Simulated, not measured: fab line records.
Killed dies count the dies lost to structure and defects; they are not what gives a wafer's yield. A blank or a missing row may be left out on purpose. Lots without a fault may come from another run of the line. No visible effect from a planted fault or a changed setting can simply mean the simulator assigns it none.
Struck lot and sound lot, side by side	flow berkeley_cmos170	14 steps out of a route of 331
Sound: the wafers L121.2, L121.4, L121.6. Wafers L128.3, L128.4, L128.6 were the ones struck. At the end, the cause is stated.
Per side, at each step with rows, come the tool, then ch with its chambers, and then its first start. Under that, the readings that differ: sound wafers	struck wafers	difference of the means	sigmas: that difference in standard deviations of wafers without a fault.
alike: same words and numbers on both sides, and readings whose means sit less than 2 such deviations apart. not compared: any withheld reading, any reading some wafer has no value for, any bound like >300 that may hide the same value, and any number with overlapping values for which the record gives no deviation.
Wherever a step has rows on one side only, a row that says differs or no value, or a row with sigmas, the two part there. Numbers that have no deviation but don't overlap get no sigmas and don't part them. Lack of a reading on every wafer of one side parts them only where that side has two or more wafers.

first, 1 step without rows for these wafers: UCB170_ZERO_DEVELOP_05 (develop time 45 s).
UCB170_ZERO_ETCH_06: etches SiO2 in CHF3/CF4/Ar, time 12 s.
  sound on rie_diel-04 ch 0,1,3, day 4 09:29; struck on rie_diel-01 ch 0,2, day 6 00:22
  alike: drypump_motor_current_A, oes_product_au, throttle_valve_pct
  not compared: rf_hours_counter_h
UCB170_ZERO_STRIP_07: strips in O2.
  sound on plasma_asher-04 ch 1, day 4 09:31; struck on plasma_asher-02 ch 0,1, day 6 00:26
  alike: drypump_motor_current_A, oes_product_au, strip_time_to_endpoint_s
  not compared: rf_hours_counter_h
then, 2 steps without rows for these wafers: UCB170_NWELL_WET_ETCH_00 (etches SiO2 in dHF, time 200 s); UCB170_NWELL_OXIDATION_01 (target thk 26.4 nm, ox time 1260 s).
UCB170_NWELL_THK_MEAS_02:
  struck on film_metro-03, day 6 10:16; sound on film_metro-03, day 4 15:30
  alike: NWELL_OXIDE_THK
then, 2 steps without rows for these wafers: UCB170_NWELL_ANNEAL_03 (time 900 s); UCB170_NWELL_CVD_04 (deposits Si3N4 from SiH2Cl2/NH3, target thk 224 nm, time 3360 s).
UCB170_NWELL_THK_MEAS_05:
  struck on film_metro-03, day 6 18:18; sound on film_metro-04, day 5 00:48
  alike: NWELL_NITRIDE_THK
then, 3 steps without rows for these wafers: UCB170_NWELL_HMDS_06 (prime time 60 s); UCB170_NWELL_COAT_07 (resist thk 900 nm); UCB170_NWELL_SOFTBAKE_08 (time 60 s).
UCB170_NWELL_EXPOSE_09: exposes mask NWELL, target cd 3000 nm.
  struck on krf_scanner-02, day 6 18:50; sound on krf_scanner-02 ch 0, day 5 01:19
  no value came back on the struck wafers for exposure_dose_mJ_cm2, focus_offset_nm (nm); on the sound wafers exposure_dose_mJ_cm2 reads 24.980 24.992 25.021
  alike: mask
next, for these wafers, 1 step has no rows: UCB170_NWELL_PEB_10.

WHERE THEY PART
Within this record, at UCB170_NWELL_EXPOSE_09 only.

WHY: what the simulator had put in
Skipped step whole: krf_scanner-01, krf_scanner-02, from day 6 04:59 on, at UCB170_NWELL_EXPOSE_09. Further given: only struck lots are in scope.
